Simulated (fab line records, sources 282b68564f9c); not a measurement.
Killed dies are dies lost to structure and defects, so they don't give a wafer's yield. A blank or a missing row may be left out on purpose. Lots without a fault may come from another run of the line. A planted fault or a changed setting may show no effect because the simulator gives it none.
Which tool did it? | flow rit_cmos | 14 lots, 42 wafers sampled, at 5 steps of a route of 202

WHAT THE GAUGES READ, wafer by wafer
RIT_GATE_OVL_MEAS_17. Usual: GATE_OVL -1.2 nm, standard deviation 1.5.
lot  | measured    | on         | GATE_OVL (nm)  | flag
L200 | day 2 23:09 | overlay-01 | 2.2 1.6 2.7    |
L202 | day 3 08:56 | overlay-01 | -3.0 -1.2 -2.9 |
L203 | day 3 12:13 | overlay-01 | -3.3 -0.7 -1.3 |
L206 | day 4 01:59 | overlay-01 | -3.3 -1.2 -1.4 |
L208 | day 4 11:25 | overlay-01 | -1.2 -0.2 -2.2 |
L209 | day 4 17:17 | overlay-01 | -0.1 0.3 1.6   |
L210 | day 4 21:14 | overlay-01 | -1.9 -1.4 -2.7 |
L212 | day 5 06:21 | overlay-02 | 0.5 -1.1 -1.9  |
L214 | day 5 11:19 | overlay-02 | -1.2 0.8 -1.5  |
L215 | day 5 21:24 | overlay-01 | -1.3 -2.5 -3.1 |
L217 | day 6 07:40 | overlay-01 | -1.5 0.4 -0.6  |
L219 | day 6 13:16 | overlay-01 | 0.0 1.3 2.1    |
L221 | day 7 02:09 | overlay-02 | -2.1 -2.0 -3.0 |
L222 | day 7 08:59 | overlay-02 | -2.1 -0.7 -0.5 |

RIT_NSD_TW_MEAS_10. Usual: NSD_TW 3141, standard deviation 14.
lot  | measured    | on            | NSD_TW         | flag
L200 | day 3 10:24 | film_metro-02 | 3140 3130 3140 |
L202 | day 3 20:08 | film_metro-02 | 3120 3119 3142 |
L203 | day 4 02:02 | film_metro-01 | 3163 3146 3153 |
L206 | day 4 14:59 | film_metro-01 | 3158 3138 3152 |
L208 | day 4 23:47 | film_metro-02 | 3157 3131 3144 |
L209 | day 5 04:17 | film_metro-01 | 3137 3143 3136 |
L210 | day 5 08:17 | film_metro-02 | 3122 3125 3126 |
L212 | day 5 17:13 | film_metro-02 | 3127 3156 3141 |
L214 | day 5 23:59 | film_metro-01 | 3408 3399 3403 | OFF
L215 | day 6 10:29 | film_metro-02 | 3144 3139 3133 |
L217 | day 6 19:07 | film_metro-01 | 3143 3142 3140 |
L219 | day 7 01:07 | film_metro-01 | 3395 3403 3392 | OFF
L221 | day 7 15:03 | film_metro-01 | 3137 3142 3137 |
L222 | day 7 21:44 | film_metro-02 | 3132 3124 3114 |

RIT_SDANNEAL_RS_MEAS_05: measures by four-point-probe. Usual: NSD_RS 84.49 ohm/sq, standard deviation 0.27.
lot  | measured    | on            | NSD_RS (ohm/sq)   | flag
L200 | day 3 12:54 | film_metro-02 | 83.98 84.40 84.33 |
L202 | day 3 22:19 | film_metro-01 | 84.69 85.01 84.80 |
L203 | day 4 04:24 | film_metro-02 | 84.83 84.92 84.81 |
L206 | day 4 17:34 | film_metro-01 | 84.59 84.73 84.56 |
L208 | day 5 01:50 | film_metro-01 | 84.64 84.80 84.62 |
L209 | day 5 06:19 | film_metro-01 | 84.21 84.43 84.40 |
L210 | day 5 10:26 | film_metro-02 | 85.14 85.07 84.94 |
L212 | day 5 19:24 | film_metro-01 | 84.27 84.30 84.18 |
L214 | day 6 02:08 | film_metro-01 | 61.92 62.00 61.99 | OFF
L215 | day 6 12:40 | film_metro-02 | 84.41 84.54 84.61 |
L217 | day 6 21:13 | film_metro-01 | 84.36 84.71 84.17 |
L219 | day 7 03:17 | film_metro-01 | 62.06 62.14 62.25 | OFF
L221 | day 7 17:14 | film_metro-02 | 84.60 84.48 84.33 |
L222 | day 7 23:57 | film_metro-02 | 84.76 84.64 84.57 |

WHICH TOOL RAN EACH LOT (tool, then ch and the chambers of the sampled wafers, then the start)
lot  | RIT_PLDD_STRIP_09                   | RIT_NSD_IMPLANT_08
L200 | plasma_asher-02 ch 0,1, day 3 06:11 | implanter-01 ch 0, day 3 10:05
L202 | plasma_asher-02 ch 0,1, day 3 16:02 | implanter-01 ch 0, day 3 19:49
L203 | plasma_asher-02 ch 0,1, day 3 21:47 | implanter-03 ch 0, day 4 01:43
L206 | plasma_asher-04 ch 0, day 4 10:54   | implanter-02 ch 0, day 4 14:40
L208 | plasma_asher-04 ch 0,1, day 4 19:03 | implanter-01 ch 0, day 4 23:30
L209 | plasma_asher-03 ch 0,1, day 5 00:07 | implanter-01 ch 0, day 5 03:58
L210 | plasma_asher-02 ch 0,1, day 5 03:43 | implanter-03 ch 0, day 5 07:58
L212 | plasma_asher-02 ch 0,1, day 5 12:47 | implanter-02 ch 0, day 5 16:56
L214 | plasma_asher-02 ch 0,1, day 5 19:22 | implanter-01 ch 0, day 5 23:40
L215 | plasma_asher-04 ch 0,1, day 6 04:29 | implanter-02 ch 0, day 6 10:10
L217 | plasma_asher-04 ch 0,1, day 6 14:47 | implanter-03 ch 0, day 6 18:50
L219 | plasma_asher-04 ch 0, day 6 19:52   | implanter-01 ch 0, day 7 00:47
L221 | plasma_asher-04 ch 0,1, day 7 10:50 | implanter-03 ch 0, day 7 14:43
L222 | plasma_asher-04 ch 0,1, day 7 17:41 | implanter-03 ch 0, day 7 21:26
- RIT_PLDD_STRIP_09: strips in O2, time 180 s.
- RIT_NSD_IMPLANT_08

WHAT THE TOOLS THEMSELVES READ (means of the sampled wafers that have a number; where no wafer has one, the mark that the record gives instead)
RIT_PLDD_STRIP_09. Usual: drypump_motor_current_A 5.7 A, standard deviation 0.33; o2_flow_sccm 4004 sccm, standard deviation 11.
lot  | tool            | drypump_motor_current_A (A) | o2_flow_sccm (sccm) | flag
L200 | plasma_asher-02 | 6.1                         | 3992                |
L202 | plasma_asher-02 | 5.9                         | 4009                |
L203 | plasma_asher-02 | 5.9                         | 4004                |
L206 | plasma_asher-04 | 5.3                         | 4010                |
L208 | plasma_asher-04 | 5.4                         | 4007                |
L209 | plasma_asher-03 | 5.5                         | 3998                |
L210 | plasma_asher-02 | 5.9                         | 4009                |
L212 | plasma_asher-02 | 6.1                         | 4004                |
L214 | plasma_asher-02 | 5.9                         | 4006                |
L215 | plasma_asher-04 | 5.6                         | 4025                |
L217 | plasma_asher-04 | 5.4                         | 4003                |
L219 | plasma_asher-04 | 5.3                         | 4010                |
L221 | plasma_asher-04 | 5.4                         | 4005                |
L222 | plasma_asher-04 | 5.6                         | 4010                |

RIT_NSD_IMPLANT_08. Usual: dose_ions_cm2 9.999e+14, standard deviation 1.2e+12; end_station_pressure_torr 7.5e-06 Torr, standard deviation 3.9e-07; faraday_current_uA 3129, standard deviation 61.
lot  | tool         | dose_ions_cm2 | end_station_pressure_torr (Torr) | faraday_current_uA | flag
L200 | implanter-01 | 1.001e+15     | 7.6e-06                          | 3113               |
L202 | implanter-01 | 9.997e+14     | 7.6e-06                          | 3150               |
L203 | implanter-03 | 1.002e+15     | 7.4e-06                          | 3158               |
L206 | implanter-02 | 1.001e+15     | 7.3e-06                          | 3159               |
L208 | implanter-01 | 9.999e+14     | 7.4e-06                          | 3059               |
L209 | implanter-01 | 1.000e+15     | 7.6e-06                          | 3143               |
L210 | implanter-03 | 1.001e+15     | 8.0e-06                          | 3073               |
L212 | implanter-02 | 9.994e+14     | 7.0e-06                          | 3106               |
L214 | implanter-01 | 1.502e+15     | 9.6e-06                          | 4729               | OFF
L215 | implanter-02 | 1.000e+15     | 7.2e-06                          | 3096               |
L217 | implanter-03 | 9.997e+14     | 7.6e-06                          | 3136               |
L219 | implanter-01 | 1.503e+15     | 8.8e-06                          | 4720               | OFF
L221 | implanter-03 | 9.973e+14     | 7.6e-06                          | 3103               |
L222 | implanter-03 | 9.990e+14     | 7.2e-06                          | 3106               |

THE ANSWER, worked out from the rows above alone
Rule: a lot is off if the mean of its wafers that have a number lies more than 3 standard deviations from the usual mean. A lot without any number at a reading at which 4 lots or more have one is off too. The other lots that the step has rows for count as sound. The gauges are gone through in route order, then the tools' own readings, and for those a lot's mean is taken as printed above. The first step at which some lot is off is used, and at that step the reading that is off furthest; a lot without a number counts as furthest.
Off: L214, L219, at RIT_NSD_TW_MEAS_10 (NSD_TW).
A tool fits if, at a process step before that reading, it ran every lot that is off, and no sound lot after the first of them. The gauges at RIT_NSD_TW_MEAS_10 aren't tried: what is off there is off at RIT_NSD_IMPLANT_08 too, on other tools, and a gauge's error can't cause that. One fits: implanter-01 at RIT_NSD_IMPLANT_08. Its last sound lot is L209 (day 5 03:58), its first lot that is off L214 (day 5 23:40): a fault that began between those two fits.
The tool's own readings at RIT_NSD_IMPLANT_08 bear it out: on the lots that are off they differ by more than 5 times the standard deviation of the sound lots' means. dose_ions_cm2 reads 1.502e+15 there against 1.000e+15 on the sound lots; end_station_pressure_torr reads 9.2e-06 Torr there against 7.5e-06 Torr on the sound lots; faraday_current_uA reads 4724 there against 3117 on the sound lots.

WHAT THE SIMULATOR HAD PUT IN
Process parameter drift: implanter-01, from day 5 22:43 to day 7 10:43, at RIT_NSD_IMPLANT_08. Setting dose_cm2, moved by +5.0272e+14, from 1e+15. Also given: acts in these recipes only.
Lots struck among those shown: L214, L219. The rule above found the same.
